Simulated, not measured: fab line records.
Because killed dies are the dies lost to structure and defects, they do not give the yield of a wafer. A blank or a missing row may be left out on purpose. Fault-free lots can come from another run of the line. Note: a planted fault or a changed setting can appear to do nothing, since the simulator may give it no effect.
Which tool was responsible? -- flow berkeley cmos170 -- 42 wafers from 14 lots sampled at 5 of the route's 331 steps

WHAT THE GAUGES READ, wafer by wafer
UCB170_SILICIDE_THK_MEAS_03: measures by xrf. Usual: for SILICIDE_TI_THK the level is 30.0 nm and the standard deviation is 0.37.
lot,measured,on,SILICIDE_TI_THK (nm),flag
L585,day 7 00:10,film metro-02,29.9 30.2 29.9,
L586,day 6 23:52,film metro-03,29.9 30.0 30.0,
L590,day 7 14:32,film metro-04,29.8 30.2 29.7,
L589,day 7 13:43,film metro-04,30.4 30.7 30.4,
L592,day 8 01:34,film metro-03,30.5 30.2 30.4,
L591,day 8 01:31,film metro-02,30.6 30.4 30.0,
L594,day 9 03:16,film metro-02,29.9 30.0 29.9,
L598,day 9 20:23,film metro-03,30.0 30.3 30.1,
L601,day 9 20:15,film metro-02,30.0 29.9 30.6,
L600,day 9 20:43,film metro-02,29.8 30.1 30.4,
L602,day 10 17:04,film metro-04,29.5 29.8 29.7,
L605,day 10 17:14,film metro-03,30.2 30.2 30.2,
L606,day 11 14:22,film metro-04,29.9 29.6 30.0,
L608,day 11 19:56,film metro-04,30.4 30.0 30.4,

UCB170_M2_CD_MEAS_90: target cd 700 nm. Usual: 699.2 nm for cd nm, sd 2.9.
lot,measured,on,cd nm (nm),flag
L585,day 7 17:15,cd sem-02,701.2 703.8 703.3,
L586,day 7 16:56,cd sem-02,701.6 701.5 704.0,
L590,day 8 09:31,cd sem-01,698.7 695.7 699.4,
L589,day 8 09:07,cd sem-01,700.0 700.0 695.9,
L592,day 8 21:04,cd sem-02,697.9 698.6 699.0,
L591,day 8 19:44,cd sem-01,695.7 698.4 696.6,
L594,day 9 21:08,cd sem-01,673.8 677.1 674.6,OFF
L598,day 10 16:01,cd sem-01,675.2 675.6 673.2,OFF
L601,day 10 15:40,cd sem-02,697.3 696.8 700.4,
L600,day 10 15:27,cd sem-02,700.1 702.5 699.9,
L602,day 11 12:52,cd sem-02,696.9 700.1 698.0,
L605,day 11 09:02,cd sem-02,695.4 695.3 698.0,
L606,day 12 10:48,cd sem-02,697.6 698.9 698.9,
L608,day 12 11:13,cd sem-01,700.8 697.6 697.6,

WHAT TOOL EACH LOT RAN ON (gives the tool, then ch and the chambers of the sampled wafers, and finally the start)
lot,UCB170_GATE_ETCH_15,UCB170_M2_METAL_ETCH_18,UCB170_M2_STRIP_19
L585,"rie si-02 ch 2,3, day 6 07:31","rie metal-04 ch 0,1, day 7 16:56","plasma asher-02 ch 0,1, day 7 17:08"
L586,"rie si-02 ch 1,2,3, day 6 07:46","rie metal-02 ch 0, day 7 16:28","plasma asher-03 ch 0,1, day 7 16:50"
L590,"rie si-01 ch 0,1,3, day 6 19:28","rie metal-03 ch 0,1, day 8 09:15","plasma asher-01 ch 0,1, day 8 09:24"
L589,"rie si-02 ch 0,3, day 6 19:44","rie metal-04 ch 0,1, day 8 08:50","plasma asher-02 ch 0,1, day 8 09:01"
L592,"rie si-02 ch 2,3, day 7 09:10","rie metal-02 ch 0, day 8 20:32","plasma asher-03 ch 1, day 8 20:57"
L591,"rie si-01 ch 0,1,2, day 7 09:29","rie metal-03 ch 0,1, day 8 19:27","plasma asher-03 ch 0,1, day 8 19:38"
L594,"rie si-02 ch 1,2, day 8 08:53","rie metal-02 ch 0,1, day 9 20:53","plasma asher-01 ch 0,1, day 9 21:02"
L598,"rie si-01 ch 0,1,2, day 9 06:58","rie metal-02 ch 0,1, day 10 15:43","plasma asher-01 ch 0,1, day 10 15:54"
L601,"rie si-02 ch 0,1,2, day 9 07:04","rie metal-04 ch 0,1, day 10 15:23","plasma asher-03 ch 0,1, day 10 15:34"
L600,"rie si-02 ch 0,1, day 9 07:16","rie metal-03 ch 0,1, day 10 15:10","plasma asher-02 ch 0,1, day 10 15:21"
L602,"rie si-01 ch 0,2, day 10 03:27","rie metal-03 ch 0,1, day 11 12:33","plasma asher-02 ch 0, day 11 12:44"
L605,"rie si-02 ch 0,1, day 10 04:17","rie metal-04 ch 0, day 11 08:44","plasma asher-02 ch 1, day 11 08:56"
L606,"rie si-02 ch 1,2, day 11 00:46","rie metal-04 ch 0,1, day 12 10:31","plasma asher-02 ch 0,1, day 12 10:40"
L608,"rie si-01 ch 0,1,3, day 11 04:36","rie metal-03 ch 0,1, day 12 10:56","plasma asher-02 ch 0,1, day 12 11:07"
- UCB170_GATE_ETCH_15: etches poly-Si in HBr/Cl2, stops on SiO2, time 56.3 s, target depth 278.2 nm.
- UCB170_M2_METAL_ETCH_18: etches Al in Cl2/BCl3, stops on SiO2, target depth 1170 nm, time 195 s.
- UCB170_M2_STRIP_19: strips in O2.

AS READ BY THE TOOLS THEMSELVES (means over the sampled wafers that have a number; for cases with no such wafer, the mark the record gives instead)
UCB170_GATE_ETCH_15. Usual: drypump motor current A 5.8 A, standard deviation 0.38; oes product au 0.837 a.u., standard deviation 0.015; throttle valve pct 26.47 %, standard deviation 0.19.
lot,tool,drypump motor current A (A),oes product au (a.u.),throttle valve pct (%),flag
L585,rie si-02,6.0,0.822,26.51,
L586,rie si-02,6.0,0.840,26.48,
L590,rie si-01,5.7,0.836,26.43,
L589,rie si-02,6.0,0.826,26.54,
L592,rie si-02,6.0,0.823,26.51,
L591,rie si-01,5.7,0.833,26.39,
L594,rie si-02,5.8,0.842,26.53,
L598,rie si-01,5.7,0.827,26.39,
L601,rie si-02,5.9,0.851,26.55,
L600,rie si-02,6.2,0.851,26.49,
L602,rie si-01,6.0,0.833,26.58,
L605,rie si-02,6.0,0.856,26.59,
L606,rie si-02,5.8,0.833,26.54,
L608,rie si-01,5.7,0.829,26.47,

UCB170_M2_METAL_ETCH_18. Usual: drypump motor current A 5.8 A, standard deviation 0.38; oes product au 0.859 a.u., standard deviation 0.011; throttle valve pct 24.53 %, standard deviation 0.3.
lot,tool,drypump motor current A (A),oes product au (a.u.),throttle valve pct (%),flag
L585,rie metal-04,6.0,0.853,24.74,
L586,rie metal-02,5.4,0.859,24.42,
L590,rie metal-03,5.5,0.863,24.56,
L589,rie metal-04,6.1,0.855,24.74,
L592,rie metal-02,5.4,0.858,24.43,
L591,rie metal-03,5.8,0.866,24.27,
L594,rie metal-02,5.6,0.850,24.39,
L598,rie metal-02,6.0,0.868,24.35,
L601,rie metal-04,6.1,0.856,24.74,
L600,rie metal-03,5.8,0.876,24.26,
L602,rie metal-03,5.8,0.870,24.28,
L605,rie metal-04,6.2,0.846,24.73,
L606,rie metal-04,6.1,0.845,24.74,
L608,rie metal-03,5.7,0.862,24.28,

UCB170_M2_STRIP_19. Usual: drypump motor current A 5.82 A, standard deviation 0.24; oes product au 0.538 a.u., standard deviation 0.0088.
lot,tool,drypump motor current A (A),oes product au (a.u.),flag
L585,plasma asher-02,5.83,0.541,
L586,plasma asher-03,6.05,0.532,
L590,plasma asher-01,5.51,0.544,
L589,plasma asher-02,5.71,0.542,
L592,plasma asher-03,6.05,0.542,
L591,plasma asher-03,6.07,0.541,
L594,plasma asher-01,5.57,0.307,OFF
L598,plasma asher-01,5.57,0.312,OFF
L601,plasma asher-03,6.08,0.547,
L600,plasma asher-02,5.70,0.540,
L602,plasma asher-02,5.93,0.553,
L605,plasma asher-02,5.58,0.553,
L606,plasma asher-02,5.72,0.538,
L608,plasma asher-02,5.68,0.540,

THE ANSWER, worked out from the rows above alone
Rule: a lot is off if the mean of its wafers that have a number lies more than 3 standard deviations from the usual mean. A lot without any number at a reading at which 4 lots or more have one is off too. Where the step has rows for the other lots, those lots are counted as sound. Order of review: gauges by route order, followed by the tools' own readings, for which a lot's mean as printed above is used. At the first step where some lot is off, the reading lying furthest off is the one used; lots without a number count as furthest.
Off, at UCB170_M2_CD_MEAS_90 on cd nm: L594, L598.
If a tool, at a process step before that reading, ran all the lots that are off and no sound lot after the first of them, it fits. Not tried: the gauges at UCB170_M2_CD_MEAS_90; whatever is off there is also off at UCB170_M2_STRIP_19, on other tools, and gauge error can't account for it. This does not decide it: 2 tools fit, namely rie metal-02 at UCB170_M2_METAL_ETCH_18 and plasma asher-01 at UCB170_M2_STRIP_19.

WHAT HAD BEEN PUT IN BY THE SIMULATOR
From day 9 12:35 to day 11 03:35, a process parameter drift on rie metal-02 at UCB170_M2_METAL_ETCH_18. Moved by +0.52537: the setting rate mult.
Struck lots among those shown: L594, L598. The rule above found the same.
